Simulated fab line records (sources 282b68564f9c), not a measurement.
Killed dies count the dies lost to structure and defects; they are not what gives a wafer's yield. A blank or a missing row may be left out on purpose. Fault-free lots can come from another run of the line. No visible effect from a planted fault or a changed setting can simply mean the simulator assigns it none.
Which tool was responsible? ; flow rit cmos ; 14 lots, 42 wafers sampled, at 5 steps of a route of 202

WHAT THE GAUGES SHOWED, per wafer
RIT_SDANNEAL_RS_MEAS_04: a four-point-probe measurement.
lot;measured;on;PSD_RS (ohm/sq)
L606;day 3 07:38;film metro-03;116.07 116.24 115.92
L608;day 3 16:51;film metro-03;115.36 115.60 116.10
L609;day 3 20:29;film metro-04;116.16 116.22 116.23
L610;day 4 03:32;film metro-02;116.14 115.94 115.99
L611;day 4 08:48;film metro-03;115.84 115.46 115.54
L613;day 4 17:35;film metro-04;115.83 115.43 115.69
L614;day 4 23:50;film metro-04;116.27 116.17 116.07
L615;day 5 06:28;film metro-04;116.28 115.64 116.17
L619;day 5 20:48;film metro-03;72.60 72.74 72.85
L620;day 6 03:52;film metro-02;115.77 115.95 115.85
L621;day 6 09:07;film metro-04;72.49 72.50 72.26
L622;day 6 11:15;film metro-04;116.07 115.86 115.96
L624;day 6 23:56;film metro-04;115.61 115.84 115.57
L628;day 7 20:13;film metro-03;116.38 116.55 116.28

RIT_SDANNEAL_RS_MEAS_05: a four-point-probe measurement.
lot;measured;on;NSD_RS (ohm/sq)
L606;day 3 07:46;film metro-03;84.47 84.89 84.45
L608;day 3 16:58;film metro-03;84.49 84.33 84.40
L609;day 3 20:36;film metro-04;84.58 84.88 84.74
L610;day 4 03:39;film metro-02;84.95 84.49 84.58
L611;day 4 08:55;film metro-03;84.73 84.88 84.45
L613;day 4 17:43;film metro-04;84.73 84.84 84.63
L614;day 4 23:58;film metro-04;84.49 84.07 84.60
L615;day 5 06:35;film metro-04;84.63 84.42 84.36
L619;day 5 20:55;film metro-03;77.67 77.43 77.49
L620;day 6 03:59;film metro-02;84.25 84.16 84.04
L621;day 6 09:14;film metro-04;77.72 77.41 77.78
L622;day 6 11:22;film metro-04;84.51 84.59 84.63
L624;day 7 00:03;film metro-04;84.19 84.15 84.48
L628;day 7 20:20;film metro-03;84.67 84.74 84.44

RIT_SDANNEAL_RS_MEAS_06: a four-point-probe measurement.
lot;measured;on;PLDD_RS (ohm/sq)
L606;day 3 07:53;film metro-03;178.8 178.5 178.0
L608;day 3 17:05;film metro-03;178.3 178.8 178.6
L609;day 3 20:43;film metro-04;178.3 178.4 178.6
L610;day 4 03:46;film metro-02;179.2 178.5 178.8
L611;day 4 09:02;film metro-03;178.7 179.1 178.8
L613;day 4 17:50;film metro-04;179.2 178.5 178.8
L614;day 5 00:05;film metro-04;178.7 178.7 178.6
L615;day 5 06:42;film metro-04;179.3 178.8 178.9
L619;day 5 21:02;film metro-03;142.0 141.8 142.1
L620;day 6 04:06;film metro-02;178.5 178.3 178.1
L621;day 6 09:21;film metro-04;141.1 141.3 141.5
L622;day 6 11:29;film metro-04;179.4 178.9 179.2
L624;day 7 00:10;film metro-04;178.6 178.8 178.8
L628;day 7 20:27;film metro-03;179.4 179.1 179.5

RIT_SDANNEAL_RS_MEAS_07: a four-point-probe measurement.
lot;measured;on;NLDD_RS (ohm/sq)
L606;day 3 08:00;film metro-03;152.1 152.0 152.0
L608;day 3 17:13;film metro-03;152.0 151.8 151.5
L609;day 3 20:50;film metro-04;152.4 151.9 151.9
L610;day 4 03:53;film metro-02;151.6 151.3 151.5
L611;day 4 09:10;film metro-03;151.9 151.9 151.8
L613;day 4 17:57;film metro-04;151.0 151.0 151.2
L614;day 5 00:12;film metro-04;151.6 151.0 151.2
L615;day 5 06:49;film metro-04;151.0 150.9 150.8
L619;day 5 21:10;film metro-03;144.0 143.5 143.4
L620;day 6 04:13;film metro-02;152.2 152.5 151.6
L621;day 6 09:28;film metro-04;142.6 143.3 143.0
L622;day 6 11:37;film metro-04;152.2 152.5 152.4
L624;day 7 00:17;film metro-04;152.1 151.6 151.6
L628;day 7 20:34;film metro-03;152.0 151.8 151.9

TOOL THAT RAN EACH LOT (tool first, then ch and the chambers of the sampled wafers, then the start)
lot;RIT_SDANNEAL_RTA_03
L606;rtp anneal-01 ch 0, day 3 07:34
L608;rtp anneal-01 ch 0, day 3 16:47
L609;rtp anneal-02 ch 0, day 3 20:25
L610;rtp anneal-01 ch 0, day 4 03:28
L611;rtp anneal-02 ch 0, day 4 08:44
L613;rtp anneal-02 ch 0, day 4 17:32
L614;rtp anneal-01 ch 0, day 4 23:47
L615;rtp anneal-02 ch 0, day 5 06:24
L619;rtp anneal-02 ch 0, day 5 20:44
L620;rtp anneal-01 ch 0, day 6 03:47
L621;rtp anneal-02 ch 0, day 6 09:03
L622;rtp anneal-01 ch 0, day 6 11:12
L624;rtp anneal-01 ch 0, day 6 23:52
L628;rtp anneal-01 ch 0, day 7 20:09
- RIT_SDANNEAL_RTA_03: time 5 s.

WHAT THE TOOLS THEMSELVES READ (means of the sampled wafers that have a number; where no wafer has one, the mark that the record gives instead)
RIT_SDANNEAL_RTA_03.
lot;tool;wafer_temp_C_max
L606;rtp anneal-01;1053.0
L608;rtp anneal-01;1054.2
L609;rtp anneal-02;1054.3
L610;rtp anneal-01;1052.8
L611;rtp anneal-02;1053.3
L613;rtp anneal-02;1054.6
L614;rtp anneal-01;1054.7
L615;rtp anneal-02;1054.1
L619;rtp anneal-02;1052.7
L620;rtp anneal-01;1054.1
L621;rtp anneal-02;1055.0
L622;rtp anneal-01;1052.7
L624;rtp anneal-01;1053.4
L628;rtp anneal-01;1054.2

THE ANSWER, worked out from the rows above alone
Rule: usual is defined by the lots themselves. The widest of any qualifying gaps counts: lots, ordered by their means at a reading, are off when they make up no more than a third of the lots, leave a main group of 4 or more, and stand apart from it by 3 or more times the standard deviation of that group's means. A main group is skipped when, at the precision printed for the reading in the tables above, its means are all equal. Also off: a lot with no number at a reading for which 4 or more lots have one. All remaining lots with rows at the step are treated as sound. Order of review: gauges by route order, followed by the tools' own readings, for which a lot's mean as printed above is used. The first step at which some lot is off is used, and at that step the reading that is off furthest; a lot without a number counts as furthest.
Off: at RIT_SDANNEAL_RS_MEAS_04 (PSD_RS), L619, L621. Mean 115.95 ohm/sq and standard deviation 0.24 in the main group.
A tool fits if, at a process step before that reading, it ran every lot that is off, and no sound lot after the first of them. Those tools and the gauges at RIT_SDANNEAL_RS_MEAS_04 are tried in the same way. One fits: RIT_SDANNEAL_RTA_03 on rtp anneal-02. Its last sound lot is L615 (day 5 06:24), its first lot that is off L619 (day 5 20:44): a fault that began between those two fits.

WHAT THE SIMULATOR PUT IN
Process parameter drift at RIT_SDANNEAL_RTA_03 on rtp anneal-02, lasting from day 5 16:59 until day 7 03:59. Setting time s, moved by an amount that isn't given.
Struck lots among those shown: L619, L621. This agrees with what the rule above found.
